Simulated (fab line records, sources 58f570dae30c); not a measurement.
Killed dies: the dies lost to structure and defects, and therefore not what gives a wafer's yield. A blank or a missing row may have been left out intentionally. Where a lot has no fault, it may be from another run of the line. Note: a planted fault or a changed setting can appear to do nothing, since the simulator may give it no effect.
Which of the tools did it? | flow berkeleyCmos170 | 13 lots with 39 wafers sampled at 2 steps, on a route of 331 steps

== WHAT EACH GAUGE READ, for each wafer ==
UCB170_SPACER_THK_MEAS_01.
lot  | measured     | on           | SPACER_TEOS_THK (nm)
L905 | day 6 20:11  | filmMetro-04 | 372 368 379
L903 | day 6 21:14  | filmMetro-03 | 373 370 376
L904 | day 6 21:49  | filmMetro-01 | 384 375 381
L906 | day 7 00:37  | filmMetro-01 | 369 371 377
L907 | day 7 11:49  | filmMetro-03 | 379 379 384
L910 | day 7 12:58  | filmMetro-01 | 374 379 380
L912 | day 8 12:57  | filmMetro-01 | 367 374 373
L914 | day 8 13:40  | filmMetro-04 | 373 383 377
L915 | day 8 14:17  | filmMetro-04 | 372 375 372
L917 | day 9 02:08  | filmMetro-04 | 371 374 379
L916 | day 9 02:40  | filmMetro-01 | 372 373 379
L924 | day 10 14:29 | filmMetro-01 | 241 375 377 241 375 377
L926 | day 10 20:44 | filmMetro-04 | 369 377 378

== TOOL THAT RAN EACH LOT (tool first, then ch and the chambers of the sampled wafers, then the start) ==
lot  | UCB170_SPACER_CVD_00
L905 | pecvd-02 ch 0,2, day 6 20:08
L903 | pecvd-03 ch 0,1,2, day 6 21:11
L904 | pecvd-02 ch 0,1,2, day 6 21:46
L906 | pecvd-03 ch 0,1, day 7 00:34
L907 | pecvd-03 ch 0,2, day 7 11:46
L910 | pecvd-01 ch 0,1,2, day 7 12:54
L912 | pecvd-02 ch 0,2, day 8 12:54
L914 | pecvd-02 ch 0,2, day 8 13:37
L915 | pecvd-03 ch 0,1, day 8 14:15
L917 | pecvd-03 ch 0,1,2, day 9 02:05
L916 | pecvd-01 ch 1,2, day 9 02:38
L924 | pecvd-03 ch 0,1,2, day 10 14:26
L926 | pecvd-02 ch 0,1,2, day 10 20:40
- UCB170_SPACER_CVD_00: deposits SiO2 from TEOS/O2, target thk 376 nm, time 47 s.

== AS READ BY THE TOOLS THEMSELVES (means over the sampled wafers that have a number; for cases with no such wafer, the mark the record gives instead) ==
UCB170_SPACER_CVD_00.
lot  | tool     | heaterPowerW (W) | pressureMtorr (mTorr) | rfFwdPowerW (W)
L905 | pecvd-02 | 233              | 9013                  | 547.1
L903 | pecvd-03 | 270              | 8993                  | 544.2
L904 | pecvd-02 | 236              | 8988                  | 544.5
L906 | pecvd-03 | 252              | 8980                  | 546.5
L907 | pecvd-03 | 232              | 8991                  | 543.0
L910 | pecvd-01 | 272              | 9018                  | 546.0
L912 | pecvd-02 | 242              | 9004                  | 548.6
L914 | pecvd-02 | 252              | 9004                  | 545.9
L915 | pecvd-03 | 268              | 9005                  | 543.6
L917 | pecvd-03 | 279              | 9001                  | 542.6
L916 | pecvd-01 | 291              | 9006                  | 544.4
L924 | pecvd-03 | 282              | 8997                  | 543.0
L926 | pecvd-02 | 220              | 9003                  | 545.5

== THE ANSWER, worked out from the rows above alone ==
Rule: usual is defined by the lots themselves. Put in order of their means at a reading, lots are off if they are a third of the lots or fewer, leave a main group of 4 or more, and stand apart from it by a gap of 3 or more times the standard deviation of the main group's means; of several such gaps the widest counts. Not used: any main group whose means are identical at the precision the tables above print for the reading. A lot without any number at a reading at which 4 lots or more have one is off too. All remaining lots with rows at the step are treated as sound. First the gauges in route order, then the tools' own readings, where a lot's mean is used as printed above. The first step at which some lot is off is used, and at that step the reading that is off furthest; a lot without a number counts as furthest.
Off: L924, seen at UCB170_SPACER_THK_MEAS_01 (SPACER_TEOS_THK). The main group has a mean of 375 nm with a standard deviation of 2.9.
If a tool, at a process step before that reading, ran all the lots that are off and no sound lot after the first of them, it fits. The gauges at UCB170_SPACER_THK_MEAS_01 are tried like those tools. Undecided on this evidence; 2 tools fit (pecvd-03 at UCB170_SPACER_CVD_00, filmMetro-01 at UCB170_SPACER_THK_MEAS_01).

== WHAT THE SIMULATOR HAD INSERTED ==
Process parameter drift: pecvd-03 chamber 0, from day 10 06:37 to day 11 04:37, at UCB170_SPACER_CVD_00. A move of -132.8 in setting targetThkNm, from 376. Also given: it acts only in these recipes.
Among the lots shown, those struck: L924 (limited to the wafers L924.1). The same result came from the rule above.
